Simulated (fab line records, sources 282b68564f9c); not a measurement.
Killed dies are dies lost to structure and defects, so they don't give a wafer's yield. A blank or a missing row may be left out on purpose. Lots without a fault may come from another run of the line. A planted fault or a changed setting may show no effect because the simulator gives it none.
fab line records | flow rit_cmos
record lots=14 wafers=42 last_day=7
route steps=202 shown GATE@83 NSD@140 SILICIDE@162 M1@194
lots that met no fault: from a run of the same line without faults
start_h: hours from the record's first day to the start of the lot's first wafer shown | wait_h: hours since the lot's step before | " the same as in the row above | L1.1+2: a row that stands for several wafers | - no value, or no start given | * or withheld: withheld | < > ~ a bound
route shown NAME@n: a module of which the file shows steps, and the number in the route of the first | usual: mean/standard deviation of fault-free wafers | same: alike in all rows | chamber/n: place in a boat | sites: the reading at each site | _std_site: their standard deviation | _edge_site: outer sites' mean less inner sites' | radius_mm: how far each site lies from the wafer's centre | mask NAME#n: copy n | behind: the tool/chamber that last shaped the wafer | hold: why the lot was held/for how many hours/how that ended | device: the transistor (n, p or np) that didn't switch | end of line: the same wafers' tests at the end of the route | a step without rows: its recipe alone | killed: dies lost to structure and defects at the first sort, not the wafer's yield | map: a wafer's dies, x killed, . not, _ none there
set.NAME: the setting as run; set.NAME@STEP: as run at that earlier step | model.NAME: the simulator's own value behind a step, which no gauge read
steps of the route over a sample of lots; a table a step, a row a wafer
services: from which hour (start_h, from the record's first day; less than 0 if before it) a tool's chamber was out of use, for how many hours, and why
## steps
# step RIT_GATE_THK_MEAS_07
# recipe reads=SiO2_of_GATE_OXIDATION_05
# usual GATE_OXIDE_THK=2.76/0.051
# columns lot.wafer tool chamber start_h wait_h GATE_OXIDE_THK[nm]
L610.3 film_metro-02 - 33.89 0.0 2.69
L610.4 " - " " 2.76
L610.5 " - " " 2.83
L611.3 film_metro-03 - 38.64 0.0 2.74
L611.4 " - " " 2.73
L611.6 " - " " 2.71
L612.1 film_metro-02 - 43.38 0.0 2.83
L612.2 " - " " 2.77
L612.6 " - " " 2.67
L613.1 film_metro-03 - 49.04 0.0 2.73
L613.3 " - " " 2.79
L613.5 " - " " 2.86
L615.1 film_metro-03 - 58.99 0.0 2.77
L615.2 " - " " 2.72
L615.6 " - " " 2.82
L617.1 film_metro-02 - 68.72 0.0 2.70
L617.5 " - " " 2.80
L617.6 " - " " 2.67
L618.2 film_metro-03 - 73.61 0.0 2.61
L618.3 " - " " 2.72
L618.4 " - " " 2.72
L619.4 film_metro-01 - 79.41 0.0 2.71
L619.5 " - " " 2.70
L619.6 " - " " 2.75
L621.3 film_metro-01 - 88.18 0.0 2.76
L621.5 " - " " 2.81
L621.6 " - " " 2.84
L625.1 film_metro-03 - 108.31 0.0 2.80
L625.3 " - " " 2.79
L625.6 " - " " 2.77
L628.3 film_metro-03 - 123.97 0.0 2.64
L628.5 " - " " 2.78
L628.6 " - " " 2.76
L629.4 film_metro-03 - 128.83 0.0 2.78
L629.5 " - " " 2.84
L629.6 " - " " 2.85
L630.2 film_metro-01 - 133.34 0.0 2.77
L630.3 " - " " 2.77
L630.4 " - " " 2.75
L633.2 film_metro-01 - 148.57 0.0 2.77
L633.4 " - " " 2.81
L633.5 " - " " 2.72
# step RIT_NSD_STRIP_09
# recipe chemistry=O2 time_s=180 resist=NOVOLAK platen_temp_c=withheld power_w=500 pressure_mtorr=4000 o2_flow_sccm=4000
# usual drypump_motor_current_A=5.3/0.34
# columns lot.wafer tool chamber start_h wait_h drypump_motor_current_A rf_hours_counter_h
L610.3 plasma_asher-04 0 48.21 0.1 5.4 -
L610.4 " 1 " " 5.0 -
L610.5 " 0 " " 5.4 -
L611.3 plasma_asher-02 0 52.45 0.1 5.4 -
L611.4 " 1 " " 4.8 -
L611.6 " 1 " " 4.8 -
L612.1 plasma_asher-02 0 57.04 0.1 5.4 26
L612.2 " 1 " " 4.8 26
L612.6 " 0 " " 5.4 -
L613.1 plasma_asher-03 1 62.12 0.1 6.0 42
L613.3 " 0 " " 5.5 -
L613.5 " 1 " " 6.0 -
L615.1 plasma_asher-04 1 73.13 0.1 5.0 43
L615.2 " 0 " " 5.4 43
L615.6 " 0 " " 5.4 -
L617.1 plasma_asher-03 0 81.97 0.1 5.5 44
L617.5 " 0 " " 5.5 -
L617.6 " 1 " " 6.0 -
L618.2 plasma_asher-04 1 88.81 0.1 5.0 44
L618.3 " 0 " " 5.4 -
L618.4 " 1 " " 5.0 -
L619.4 plasma_asher-04 1 93.70 0.1 5.0 -
L619.5 " 0 " " 5.4 -
L619.6 " 1 " " 5.0 -
L621.3 plasma_asher-03 0 102.28 0.1 5.5 -
L621.5 " 0 " " 5.5 -
L621.6 " 1 " " 5.9 -
L625.1 plasma_asher-03 1 122.49 0.1 6.0 1
L625.3 " 1 " " 5.9 -
L625.6 " 1 " " 6.0 -
L628.3 plasma_asher-04 1 138.50 0.1 5.0 -
L628.5 " 1 " " 5.1 -
L628.6 " 0 " " 5.4 -
L629.4 plasma_asher-02 0 141.91 0.1 5.4 -
L629.5 " 1 " " 4.8 -
L629.6 " 0 " " 5.4 -
L630.2 plasma_asher-04 0 147.62 0.1 5.4 51
L630.3 " 1 " " 5.0 -
L630.4 " 0 " " 5.4 -
L633.2 plasma_asher-03 0 161.86 0.1 5.5 5
L633.4 " 0 " " 5.5 -
L633.5 " 0 " " 5.5 -
# step RIT_SILICIDE_SPUTTER_01
# recipe material=Ti target_thk_nm=30 power_w=350 chamber_pressure_pa=0.667 gas=Ar time_s=240 substrate_temp_c=25
# usual throttle_valve_pct=29.8/0.93
# columns lot.wafer tool chamber start_h wait_h throttle_valve_pct
L610.3 pvd_sputter-01 - 50.87 0.0 30.7
L610.4 " - " " 29.3
L610.5 " - " " 30.4
L611.3 pvd_sputter-02 - 55.12 0.0 28.1
L611.4 " - " " 30.9
L611.6 " - " " 29.3
L612.1 pvd_sputter-01 - 59.77 0.0 30.9
L612.2 " - " " 30.2
L612.6 " - " " 29.2
L613.1 pvd_sputter-01 - 64.84 0.0 30.2
L613.3 " - " " 30.7
L613.5 " - " " 29.6
L615.1 pvd_sputter-01 - 75.70 0.0 29.3
L615.2 " - " " 30.4
L615.6 " - " " 30.3
L617.1 pvd_sputter-02 - 84.55 0.0 30.8
L617.5 " - " " 30.1
L617.6 " - " " 28.0
L618.2 pvd_sputter-03 - 91.56 0.0 29.0
L618.3 " - " " 31.2
L618.4 " - " " 30.0
L619.4 pvd_sputter-01 - 96.34 0.0 29.1
L619.5 " - " " 29.5
L619.6 " - " " 30.9
L621.3 pvd_sputter-01 - 104.92 0.0 29.8
L621.5 " - " " 30.8
L621.6 " - " " 30.4
L625.1 pvd_sputter-03 - 125.19 0.0 30.1
L625.3 " - " " 29.0
L625.6 " - " " 31.5
L628.3 pvd_sputter-01 - 141.02 0.0 29.5
L628.5 " - " " 30.7
L628.6 " - " " 29.5
L629.4 pvd_sputter-02 - 144.55 0.0 29.2
L629.5 " - " " 30.6
L629.6 " - " " 28.9
L630.2 pvd_sputter-01 - 150.32 0.0 31.0
L630.3 " - " " 29.2
L630.4 " - " " 30.5
L633.2 pvd_sputter-02 - 164.44 0.0 28.1
L633.4 " - " " 29.3
L633.5 " - " " 30.6
# step RIT_SILICIDE_RS_MEAS_02
# recipe thk_meas_gauge=four-point-probe reads=Ti_of_SILICIDE_SPUTTER_01
# usual SILICIDE_TI_RS=47.5/0.74
# columns lot.wafer tool chamber start_h wait_h SILICIDE_TI_RS[ohm/sq]
L610.3 film_metro-03 - 51.06 0.1 47.5
L610.4 " - " " 47.7
L610.5 " - " " 47.4
L611.3 film_metro-03 - 55.31 0.1 47.1
L611.4 " - " " 47.6
L611.6 " - " " 48.0
L612.1 film_metro-03 - 59.92 0.1 48.0
L612.2 " - " " 47.1
L612.6 " - " " 48.8
L613.1 film_metro-03 - 64.99 0.1 47.8
L613.3 " - " " 48.2
L613.5 " - " " 48.3
L615.1 film_metro-01 - 75.85 0.1 48.5
L615.2 " - " " 47.5
L615.6 " - " " 48.0
L617.1 film_metro-02 - 84.70 0.1 47.1
L617.5 " - " " 47.3
L617.6 " - " " 46.2
L618.2 film_metro-02 - 91.73 0.1 47.1
L618.3 " - " " 47.6
L618.4 " - " " 47.1
L619.4 film_metro-02 - 96.55 0.1 49.0
L619.5 " - " " 48.1
L619.6 " - " " 47.9
L621.3 film_metro-03 - 105.11 0.1 49.1
L621.5 " - " " 47.8
L621.6 " - " " 47.8
L625.1 film_metro-03 - 125.34 0.1 47.1
L625.3 " - " " 46.9
L625.6 " - " " 48.5
L628.3 film_metro-02 - 141.21 0.1 47.9
L628.5 " - " " 58.6
L628.6 " - " " 48.0
L629.4 film_metro-01 - 144.76 0.1 47.2
L629.5 " - " " 47.1
L629.6 " - " " 47.0
L630.2 film_metro-02 - 150.49 0.1 57.6
L630.3 " - " " 47.9
L630.4 " - " " 46.4
L633.2 film_metro-03 - 164.61 0.1 46.7
L633.4 " - " " 47.0
L633.5 " - " " 47.3
# step RIT_SILICIDE_THK_MEAS_03
# recipe thk_meas_gauge=xrf reads=Ti_of_SILICIDE_SPUTTER_01
# usual SILICIDE_TI_THK=30.3/0.41
# columns lot.wafer tool chamber start_h wait_h SILICIDE_TI_THK[nm]
L610.3 film_metro-03 - 51.16 0.1 30.4
L610.4 " - " " 30.3
L610.5 " - " " 30.4
L611.3 film_metro-03 - 55.41 0.1 30.6
L611.4 " - " " 30.3
L611.6 " - " " 30.1
L612.1 film_metro-03 - 60.04 0.1 30.2
L612.2 " - " " 30.7
L612.6 " - " " 29.8
L613.1 film_metro-03 - 65.11 0.1 30.3
L613.3 " - " " 30.0
L613.5 " - " " 29.9
L615.1 film_metro-01 - 75.97 0.1 29.6
L615.2 " - " " 30.3
L615.6 " - " " 29.9
L617.1 film_metro-02 - 84.82 0.1 30.3
L617.5 " - " " 30.2
L617.6 " - " " 30.9
L618.2 film_metro-02 - 91.84 0.1 30.2
L618.3 " - " " 30.0
L618.4 " - " " 30.4
L619.4 film_metro-02 - 96.64 0.1 29.5
L619.5 " - " " 29.8
L619.6 " - " " 30.0
L621.3 film_metro-03 - 105.21 0.1 29.6
L621.5 " - " " 30.2
L621.6 " - " " 30.0
L625.1 film_metro-03 - 125.46 0.1 30.4
L625.3 " - " " 30.7
L625.6 " - " " 30.1
L628.3 film_metro-02 - 141.31 0.1 30.0
L628.5 " - " " 26.3
L628.6 " - " " 30.0
L629.4 film_metro-01 - 144.85 0.1 30.4
L629.5 " - " " 30.5
L629.6 " - " " 30.5
L630.2 film_metro-02 - 150.60 0.1 26.7
L630.3 " - " " 30.0
L630.4 " - " " 30.6
L633.2 film_metro-03 - 164.72 0.1 30.6
L633.4 " - " " 30.6
L633.5 " - " " 30.5
# step RIT_M1_OVL_MEAS_10
# usual M1_OVL=0.6/1.5
# columns lot.wafer tool chamber start_h wait_h M1_OVL[nm]
L610.3 overlay-01 - 55.44 0.1 1.6
L610.4 " - " " 0.2
L610.5 " - " " 1.6
L611.3 overlay-02 - 59.42 0.1 -1.0
L611.4 " - " " -1.4
L611.6 " - " " -2.1
L612.1 overlay-01 - 64.10 0.1 0.7
L612.2 " - " " -0.4
L612.6 " - " " 0.6
L613.1 overlay-01 - 69.31 0.1 -0.5
L613.3 " - " " 1.5
L613.5 " - " " -1.2
L615.1 overlay-02 - 80.04 0.1 -0.1
L615.2 " - " " 2.6
L615.6 " - " " -0.5
L617.1 overlay-01 - 88.91 0.1 -0.7
L617.5 " - " " 2.5
L617.6 " - " " 1.0
L618.2 overlay-01 - 96.14 0.1 1.3
L618.3 " - " " 1.3
L618.4 " - " " -0.4
L619.4 overlay-02 - 100.80 0.1 0.7
L619.5 " - " " 0.5
L619.6 " - " " -0.4
L621.3 overlay-01 - 109.13 0.1 -0.4
L621.5 " - " " -0.1
L621.6 " - " " 0.2
L625.1 overlay-02 - 129.66 0.1 1.5
L625.3 " - " " 1.9
L625.6 " - " " 4.0
L628.3 overlay-02 - 145.48 0.1 2.6
L628.5 " - " " 4.7
L628.6 " - " " 2.8
L629.4 overlay-02 - 149.12 0.1 2.4
L629.5 " - " " 1.8
L629.6 " - " " 1.1
L630.2 overlay-02 - 154.68 0.1 0.0
L630.3 " - " " 1.2
L630.4 " - " " -0.7
L633.2 overlay-02 - 168.77 0.1 0.4
L633.4 " - " " -1.6
L633.5 " - " " 0.0
# step RIT_M1_PROBE_99
# usual killed_at_contacts=0.1/0.35 killed_at_front_end=6.6/2.7 killed_dies=6.7/2.8 killed_open=3.4/2.1 killed_short=3.3/1.8
# same gross_dies=264 killed_at_M0_to_M3=0 killed_at_M4_up=0 killed_at_back_side=0 killed_at_other=0
# columns lot.wafer tool chamber start_h wait_h killed_at_contacts killed_at_front_end killed_dies killed_open killed_short
L633.2 prober-01 - 172.76 0.1 0 8 8 5 3
L633.4 prober-01 - 172.86 0.2 0 9 9 5 4
L633.5 prober-01 - 172.91 0.2 0 10 10 5 5
# killed by level:class
L633.2 GATE:geometric_particle:open=3 FOX2:geometric_particle:short=2 FOX1:geometric_particle:short=1 FOX2:geometric_particle:open=1 REOX:geometric_particle:open=1
L633.4 GATE:geometric_particle:open=2 FOX1:geometric_particle:open=1 FOX1:geometric_particle:short=1 GATE:geometric_particle:short=1 REOX:geometric_particle:short=1 REOX:geometric_particle:open=1 SILICIDE:geometric_particle:short=1 SILICIDE:geometric_particle:open=1
L633.5 FOX1:geometric_particle:short=3 SPACER:geometric_particle:open=2 GATE:geometric_particle:short=1 GATE:geometric_particle:open=1 REOX:geometric_particle:open=1 SPACER:geometric_particle:short=1 SILICIDE:geometric_particle:open=1
## services
# columns tool chamber start_h hours kind
plasma_asher-02 - 29.96 0.8 repair
pvd_sputter-02 - 58.01 7.9 repair
pvd_sputter-02 - 79.80 1.2 repair
pvd_sputter-01 - 93.62 1.8 repair
plasma_asher-03 - 108.75 9.0 pm
plasma_asher-03 0 108.75 9.0 vent_cycle
plasma_asher-03 1 108.75 9.0 vent_cycle
pvd_sputter-01 - 116.20 13.3 repair
plasma_asher-03 0 117.75 - clean
plasma_asher-03 1 117.75 - clean
pvd_sputter-01 - 135.10 1.4 repair
plasma_asher-03 - 150.44 2.8 pm
## key
first_sign step=RIT_SILICIDE_RS_MEAS_02 reading=SILICIDE_TI_RS direction=up sigmas=14 usual=47.5 struck=58.1
effect step=RIT_SILICIDE_THK_MEAS_03 reading=SILICIDE_TI_THK direction=down sigmas=9.2 usual=30.3 struck=26.5
met_at RIT_SILICIDE_SPUTTER_01
struck_lots L628,L630
struck_wafers L628.5,L630.2
tester_left_out L628,L630
not_acting_at RIT_GATE_THK_MEAS_07,RIT_NSD_STRIP_09,RIT_M1_OVL_MEAS_10
onset_between 104.92 141.02
fault kind=site_profile_drift tool=pvd_sputter-01 chamber=- onset_h=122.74 steps=RIT_SILICIDE_SPUTTER_01 basis=fraction max_abs_drift=0.28525 slope_share_per_hr=63.39 site_pattern=0,0,0,0,0,-1,-1,-1,-1 scope=struck_wafers_only
# tester_left_out: of these lots the tester's yield and bins aren't shown, on N5 and GAA mostly nor the transistor test; their killed dies are dies lost to structure and defects alone, not to doping, threshold or leakage, so they don't give the yield
